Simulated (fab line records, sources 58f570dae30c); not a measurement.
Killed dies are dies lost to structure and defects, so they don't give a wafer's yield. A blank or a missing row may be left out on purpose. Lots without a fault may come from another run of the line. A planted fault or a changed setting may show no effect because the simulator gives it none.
fab line records | flow berkeley_cmos170
record lots=14 wafers=42 last_day=12
route steps=331 shown SCREENOX@102 PSD@185 NSD@190 SDANNEAL@204
lots that met no fault: from a run of the same line without faults
start_h: hours from the record's first day to the start of the lot's first wafer shown | wait_h: hours since the lot's step before | " the same as in the row above | L1.1+2: a row that stands for several wafers | - no value, or no start given | * or withheld: withheld | < > ~ a bound
route shown NAME@n: a module of which the file shows steps, and the number in the route of the first | usual: mean/standard deviation of fault-free wafers | same: alike in all rows | chamber/n: place in a boat | sites: the reading at each site | _std_site: their standard deviation | _edge_site: outer sites' mean less inner sites' | radius_mm: how far each site lies from the wafer's centre | mask NAME#n: copy n | behind: the tool/chamber that last shaped the wafer | hold: why the lot was held/for how many hours/how that ended | device: the transistor (n, p or np) that didn't switch | end of line: the same wafers' tests at the end of the route | a step without rows: its recipe alone | killed: dies lost to structure and defects at the first sort, not the wafer's yield | map: a wafer's dies, x killed, . not, _ none there
set.NAME: the setting as run; set.NAME@STEP: as run at that earlier step | model.NAME: the simulator's own value behind a step, which no gauge read
steps of the route over a sample of lots; a table a step, a row a wafer
services: from which hour (start_h, from the record's first day; less than 0 if before it) a tool's chamber was out of use, for how many hours, and why
## steps
# step UCB170_SCREENOX_THK_MEAS_02
# recipe reads=SiO2_of_SCREENOX_OXIDATION_01
# usual SCREENOX_OXIDE_THK=14.30/0.21
# columns lot.wafer tool chamber start_h wait_h SCREENOX_OXIDE_THK[nm]
L926.3 film_metro-03 - 101.07 0.0 14.53
L926.5 " - " " 14.55
L926.6 " - " " 14.52
L928.2 film_metro-03 - 108.10 0.0 14.07
L928.3 " - " " 14.00
L928.5 " - " " 14.49
L927.3 film_metro-02 - 108.11 0.0 14.63
L927.4 " - " " 14.52
L927.6 " - " " 14.54
L929.1 film_metro-03 - 115.09 0.0 13.85
L929.4 " - " " 13.88
L929.6 " - " " 13.89
L931.1 film_metro-04 - 115.12 0.0 14.45
L931.2 " - " " 14.43
L931.6 " - " " 14.45
L933.1 film_metro-04 - 126.23 0.0 14.39
L933.4 " - " " 14.30
L933.6 " - " " 14.29
L935.1 film_metro-03 - 142.66 0.0 14.20
L935.5 " - " " 14.48
L935.6 " - " " 14.49
L934.2 film_metro-02 - 142.67 0.0 14.20
L934.3 " - " " 14.19
L934.6 " - " " 14.10
L936.3 film_metro-02 - 150.35 0.0 14.24
L936.4 " - " " 14.13
L936.5 " - " " 14.12
L937.1 film_metro-04 - 156.74 0.0 14.49
L937.3 " - " " 14.61
L937.6 " - " " 14.32
L940.3 film_metro-03 - 168.57 0.0 14.16
L940.4 " - " " 14.25
L940.5 " - " " 14.35
L938.4 film_metro-04 - 168.58 0.0 14.20
L938.5 " - " " 13.90
L938.6 " - " " 14.13
L947.1 film_metro-03 - 218.26 0.0 14.68
L947.5 " - " " 14.52
L947.6 " - " " 14.50
L948.3 film_metro-04 - 218.28 0.0 14.22
L948.5 " - " " 14.21
L948.6 " - " " 14.17
# step UCB170_PSD_TW_MEAS_10
# usual PSD_TW=2338/17
# columns lot.wafer tool chamber start_h wait_h PSD_TW
L926.3 film_metro-03 - 128.32 0.1 2339
L926.5 " - " " 2330
L926.6 " - " " 2343
L928.2 film_metro-02 - 136.35 0.1 2317
L928.3 " - " " 2327
L928.5 " - " " 2326
L927.3 film_metro-03 - 137.75 0.1 2349
L927.4 " - " " 2334
L927.6 " - " " 2341
L931.1 film_metro-03 - 142.86 0.1 2343
L931.2 " - " " 2340
L931.6 " - " " 2343
L929.1 film_metro-04 - 143.01 0.1 2340
L929.4 " - " " 2351
L929.6 " - " " 2358
L933.1 film_metro-03 - 160.17 0.1 2328
L933.4 " - " " 2342
L933.6 " - " " 2334
L935.1 film_metro-02 - 181.73 0.1 2317
L935.5 " - " " 2303
L935.6 " - " " 2325
L934.2 film_metro-04 - 182.02 0.1 2346
L934.3 " - " " 2340
L934.6 " - " " 2364
L936.3 film_metro-03 - 191.68 0.1 2340
L936.4 " - " " 2326
L936.5 " - " " 2325
L937.1 film_metro-02 - 191.94 0.1 2308
L937.3 " - " " 2311
L937.6 " - " " 2327
L938.4 film_metro-04 - 208.62 0.1 2341
L938.5 " - " " 2344
L938.6 " - " " 2346
L940.3 film_metro-02 - 208.96 0.1 2308
L940.4 " - " " 2313
L940.5 " - " " 2315
L947.1 film_metro-02 - 247.24 0.1 2334
L947.5 " - " " 2334
L947.6 " - " " 2321
L948.3 film_metro-03 - 247.50 0.1 2337
L948.5 " - " " 2353
L948.6 " - " " 2357
# step UCB170_NSD_EXPOSE_03
# recipe mask_id=NSELECT_MOD na=0.5 sigma_outer=0.6 source_shape=conventional target_cd_nm=1200 dose_mj=30
# usual reticle_temp_C=22.97/0.12
# columns lot.wafer tool chamber start_h wait_h mask reticle_temp_C
L926.3 krf_scanner-01 0 129.27 0.3 NSELECT_MOD#0 23.06
L926.5 " 0 " " NSELECT_MOD#0 22.89
L926.6 " 0 " " NSELECT_MOD#0 23.04
L928.2 krf_scanner-02 0 139.08 0.2 NSELECT_MOD#0 22.99
L928.3 " 0 " " NSELECT_MOD#0 22.97
L928.5 " 0 " " NSELECT_MOD#0 22.99
L927.3 krf_scanner-01 0 139.34 0.4 NSELECT_MOD#0 22.89
L927.4 " 0 " " NSELECT_MOD#0 22.71
L927.6 " 0 " " NSELECT_MOD#0 22.74
L931.1 krf_scanner-02 0 143.72 0.2 NSELECT_MOD#0 23.00
L931.2 " 0 " " NSELECT_MOD#0 22.97
L931.6 " 0 " " NSELECT_MOD#0 22.88
L929.1 krf_scanner-01 0 143.96 0.4 NSELECT_MOD#0 23.20
L929.4 " 0 " " NSELECT_MOD#0 22.99
L929.6 " 0 " " NSELECT_MOD#0 23.10
L933.1 krf_scanner-02 0 160.98 0.2 NSELECT_MOD#0 22.99
L933.4 " 0 " " NSELECT_MOD#0 22.89
L933.6 " 0 " " NSELECT_MOD#0 22.77
L935.1 krf_scanner-01 0 182.43 0.1 NSELECT_MOD#0 22.93
L935.5 " 0 " " NSELECT_MOD#0 23.23
L935.6 " 0 " " NSELECT_MOD#0 23.10
L934.2 krf_scanner-02 0 182.84 0.2 NSELECT_MOD#0 23.00
L934.3 " 0 " " NSELECT_MOD#0 22.89
L934.6 " 0 " " NSELECT_MOD#0 23.19
L936.3 krf_scanner-01 0 192.51 0.2 NSELECT_MOD#0 22.70
L936.4 " 0 " " NSELECT_MOD#0 22.87
L936.5 " 0 " " NSELECT_MOD#0 22.89
L937.1 krf_scanner-02 0 192.75 0.2 NSELECT_MOD#0 22.87
L937.3 " 0 " " NSELECT_MOD#0 22.97
L937.6 " 0 " " NSELECT_MOD#0 22.86
L938.4 krf_scanner-01 0 209.54 0.2 NSELECT_MOD#0 22.86
L938.5 " 0 " " NSELECT_MOD#0 22.94
L938.6 " 0 " " NSELECT_MOD#0 23.05
L940.3 krf_scanner-01 0 209.98 0.1 NSELECT_MOD#0 23.15
L940.4 " 0 " " NSELECT_MOD#0 22.73
L940.5 " 0 " " NSELECT_MOD#0 23.06
L947.1 krf_scanner-02 0 248.05 0.2 NSELECT_MOD#0 22.88
L947.5 " 0 " " NSELECT_MOD#0 22.95
L947.6 " 0 " " NSELECT_MOD#0 22.85
L948.3 krf_scanner-02 0 248.57 0.4 NSELECT_MOD#0 22.98
L948.5 " 0 " " NSELECT_MOD#0 23.02
L948.6 " 0 " " NSELECT_MOD#0 22.82
# step UCB170_NSD_CD_MEAS_06
# recipe target_cd_nm=1200
# usual cd_nm=1200.2/1.4
# columns lot.wafer tool chamber start_h wait_h cd_nm
L926.3 cd_sem-02 - 129.77 - 1199.5
L926.5 " - " " 1199.8
L926.6 " - " " 1199.4
L928.2 cd_sem-02 - 139.55 - 1200.6
L928.3 " - " " 1200.0
L928.5 " - " " 1200.7
L927.3 cd_sem-02 - 139.81 - 1200.9
L927.4 " - " " 1199.3
L927.6 " - " " 1200.1
L931.1 cd_sem-02 - 144.11 - 1199.5
L931.2 " - " " 1200.1
L931.6 " - " " 1199.6
L929.1 cd_sem-02 - 144.38 - 1201.8
L929.4 " - " " 1201.8
L929.6 " - " " 1200.9
L933.1 cd_sem-01 - 161.38 - 1200.5
L933.4 " - " " 1199.8
L933.6 " - " " 1201.1
L935.1 cd_sem-01 - 182.82 - 1201.4
L935.5 " - " " 1200.8
L935.6 " - " " 1201.6
L934.2 cd_sem-02 - 183.23 - 1200.9
L934.3 " - " " 1200.5
L934.6 " - " " 1201.1
L936.3 cd_sem-01 - 192.90 - 1200.3
L936.4 " - " " 1201.3
L936.5 " - " " 1199.7
L937.1 cd_sem-02 - 193.15 - 1200.3
L937.3 " - " " 1200.5
L937.6 " - " " 1199.1
L938.4 cd_sem-01 - 210.01 - 1203.2
L938.5 " - " " 1209.3
L938.6 " - " " 1215.0
L940.3 cd_sem-02 - 210.54 - 1202.9
L940.4 " - " " 1213.2
L940.5 " - " " 1212.0
L947.1 cd_sem-01 - 248.47 - 1198.4
L947.5 " - " " 1200.6
L947.6 " - " " 1200.2
L948.3 cd_sem-01 - 248.96 - 1201.9
L948.5 " - " " 1202.5
L948.6 " - " " 1203.2
# step UCB170_SDANNEAL_RTA_00
# recipe temp_c=900 time_s=10 ambient=N2
# usual lamp_power_pct=24.0/1.1 wafer_temp_C_max=903.3/0.93
# columns lot.wafer tool chamber start_h wait_h lamp_power_pct wafer_temp_C_max
L926.3 rtp_anneal-02 0 131.16 0.0 25.1 902.8
L926.5 " 0 " " 25.1 901.9
L926.6 " 0 " " 25.1 903.0
L928.2 rtp_anneal-02 0 141.42 0.0 25.1 902.4
L928.3 " 0 " " 25.1 902.7
L928.5 " 0 " " 25.1 902.9
L927.3 rtp_anneal-01 0 141.61 0.0 22.9 904.9
L927.4 " 0 " " 22.9 902.7
L927.6 " 0 " " 22.9 903.7
L931.1 rtp_anneal-02 0 145.55 0.0 25.1 902.8
L931.2 " 0 " " 25.1 902.1
L931.6 " 0 " " 25.1 901.9
L929.1 rtp_anneal-02 0 145.75 0.0 25.1 902.4
L929.4 " 0 " " 25.1 903.1
L929.6 " 0 " " 25.1 902.1
L933.1 rtp_anneal-01 0 162.80 0.0 22.9 904.7
L933.4 " 0 " " 22.9 904.6
L933.6 " 0 " " 22.9 903.1
L935.1 rtp_anneal-02 0 184.19 0.0 25.1 901.7
L935.5 " 0 " " 25.1 902.4
L935.6 " 0 " " 25.0 903.4
L934.2 rtp_anneal-01 0 184.58 0.0 22.9 904.6
L934.3 " 0 " " 22.9 904.2
L934.6 " 0 " " 23.0 903.7
L936.3 rtp_anneal-02 0 194.25 0.0 25.1 902.2
L936.4 " 0 " " 25.1 902.5
L936.5 " 0 " " 25.1 902.4
L937.1 rtp_anneal-01 0 194.51 0.0 22.9 903.0
L937.3 " 0 " " 22.9 904.7
L937.6 " 0 " " 22.9 903.7
L938.4 rtp_anneal-02 0 211.42 0.0 25.1 902.1
L938.5 " 0 " " 25.1 902.1
L938.6 " 0 " " 25.1 902.8
L940.3 rtp_anneal-01 0 211.89 0.0 22.9 902.6
L940.4 " 0 " " 22.9 904.3
L940.5 " 0 " " 22.9 904.0
L947.1 rtp_anneal-02 0 250.16 0.0 25.1 902.1
L947.5 " 0 " " 25.1 903.7
L947.6 " 0 " " 25.1 901.7
L948.3 rtp_anneal-01 0 250.64 0.0 22.9 904.6
L948.5 " 0 " " 22.9 903.2
L948.6 " 0 " " 22.9 903.9
## services
# columns tool chamber start_h hours kind
krf_scanner-02 - 133.09 1.3 pm
krf_scanner-01 - 146.49 1.0 pm
krf_scanner-01 0 161.73 - calibration
rtp_anneal-02 - 166.72 3.9 pm
krf_scanner-01 - 167.05 1.3 repair
krf_scanner-02 - 206.05 1.0 pm
krf_scanner-02 - 227.35 2.8 repair
krf_scanner-02 - 246.60 0.8 pm
krf_scanner-02 0 248.15 - calibration
krf_scanner-02 - 250.32 4.4 pm
## key
first_sign step=UCB170_NSD_CD_MEAS_06 reading=cd_nm direction=up sigmas=6.6 usual=1200.2 struck=1209.3 wafers_moved=4
effect none on later readings
met_at UCB170_NSD_EXPOSE_03
struck_lots L938,L940
tester_left_out L938,L940
not_acting_at UCB170_SCREENOX_THK_MEAS_02,UCB170_PSD_TW_MEAS_10,UCB170_SDANNEAL_RTA_00
onset_between 192.51 209.54
fault kind=process_parameter_drift tool=krf_scanner-01 chamber=- onset_h=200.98 steps=UCB170_NSD_EXPOSE_03 channel=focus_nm offset=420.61 spread_by_wafer=0.3 shape=step end_h=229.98
# tester_left_out: of these lots the tester's yield and bins aren't shown, on N5 and GAA mostly nor the transistor test; their killed dies are dies lost to structure and defects alone, not to doping, threshold or leakage, so they don't give the yield
